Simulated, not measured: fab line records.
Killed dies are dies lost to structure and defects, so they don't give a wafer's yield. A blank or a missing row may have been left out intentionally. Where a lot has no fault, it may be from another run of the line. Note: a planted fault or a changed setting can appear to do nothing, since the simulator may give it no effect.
Split-lot experiment | flow berkeley_cmos170 | on a route of 331 steps: 5 lots, 23 wafers read

ON THE SPLIT
At UCB170_V2_PEB_10, the setting peb_temp_c was moved away from the recipe's 130 C on 7 of the 23 wafers read, by +1.3% to +2.4%. For the rest of the wafers, this setting stayed at what the recipe calls for.

FROM THE SPLIT TO THE READING: what the file shows between them, 4 steps
- UCB170_V2_DEVELOP_11: develop time 45 s
- UCB170_V2_CD_MEAS_12: target cd 700 nm
- UCB170_V2_ETCH_14: etches SiO2 in CHF3/CF4/Ar, stops on Al, target depth 1250 nm, time 291 s
- UCB170_V2_STRIP_15: strips in O2

THE READING
cd_nm at UCB170_V2_CD_MEAS_90, given in nm (cd target 700 nm). Typical for fault-free wafers on this fab line: 699.7 nm, with standard deviation 1.1 nm.

wafer  | tool, chamber at the split | peb_temp_c as run, C | against the recipe | cd_nm, nm | against lot-mates on the recipe
L074.1 | litho_track-03, 0          | 130                  | recipe             | 698.6     | -
L074.2 | litho_track-03, 0          | 130                  | recipe             | 697.8     | -
L074.3 | litho_track-03, 0          | 130                  | recipe             | 697.0     | -
L074.5 | litho_track-03, 0          | 130                  | recipe             | 698.8     | -
L074.6 | litho_track-03, 0          | 130                  | recipe             | 698.5     | -
L077.1 | litho_track-04, 0          | 130                  | recipe             | 700.2     | -
L077.2 | litho_track-04, 0          | 131.7                | +1.3%              | 710.1     | +10.3
L077.3 | litho_track-04, 0          | 131.7                | +1.3%              | 709.6     | +9.8
L077.4 | litho_track-04, 0          | 131.7                | +1.3%              | 710.2     | +10.4
L077.5 | litho_track-04, 0          | 130                  | recipe             | 699.4     | -
L078.1 | litho_track-01, 0          | 133.1                | +2.4%              | 717.3     | +16.7
L078.2 | litho_track-01, 0          | 133.1                | +2.4%              | 719.9     | +19.3
L078.4 | litho_track-01, 0          | 130                  | recipe             | 700.0     | -
L078.5 | litho_track-01, 0          | 130                  | recipe             | 700.5     | -
L078.6 | litho_track-01, 0          | 130                  | recipe             | 701.4     | -
L080.2 | litho_track-03, 0          | 132.1                | +1.6%              | 712.6     | +12.8
L080.3 | litho_track-03, 0          | 130                  | recipe             | 699.3     | -
L080.4 | litho_track-03, 0          | 132.1                | +1.6%              | 712.2     | +12.4
L080.5 | litho_track-03, 0          | 130                  | recipe             | 699.9     | -
L080.6 | litho_track-03, 0          | 130                  | recipe             | 700.1     | -
L084.2 | litho_track-03, 0          | 130                  | recipe             | 699.0     | -
L084.4 | litho_track-03, 0          | 130                  | recipe             | 699.6     | -
L084.5 | litho_track-03, 0          | 130                  | recipe             | 698.3     | -

FIT RESULTS
A straight line over all 23 wafers: cd_nm changes by +8.12 nm for each +1% of peb_temp_c; r = +0.99; the points scatter about the line by 1 nm.
The same after taking each lot's own level away (the mean of its wafers on the recipe; 23 wafers): +7.65 nm for each +1%; r = +1.00; scatter 0.65 nm.
Per that fit: largest peb_temp_c move, reading shift of 18 nm.
From 698.14 to 700.63 nm: that is the span of the lots' own levels, equal to 2.3 times the standard deviation above.
Consequently the slope shifts little with the lot-to-lot level, the two slopes agreeing.
Check: +18.8 nm against its lot-mates is what the line predicts for one of the wafers moved furthest among these (+2.4%) when that wafer is left out of the fit. Against them it came out at +16.7 nm.

OTHER SPLITS APPLIED TO THESE WAFERS
Before the reading, these wafers also passed through other splits. Each is held against what the fit with the lots' levels taken away leaves over:
other split on the same wafers      | wafers away from the commonest value | r with cd_nm (lot level and that fit taken away)
UCB170_M2_EXPOSE_12 dose_mj         | 8                                    | -0.11
UCB170_V2_CMP_02 leave_above_ref_nm | 6                                    | -0.24

THE WHOLE CHAIN: every reading that the file lists as answering this split, in the file's order
step                 | what it does     | reading | change (the file's fit)              | r (the file's)
UCB170_V2_CD_MEAS_12 | target cd 700 nm | cd_nm   | +7.7 nm for each +1% of the setting  | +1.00
UCB170_V2_CD_MEAS_90 | target cd 700 nm | cd_nm   | +7.67 nm for each +1% of the setting | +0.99

THE FILE'S OWN FIT
cd_nm changes by +7.67 nm for each +1% of peb_temp_c, r = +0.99.
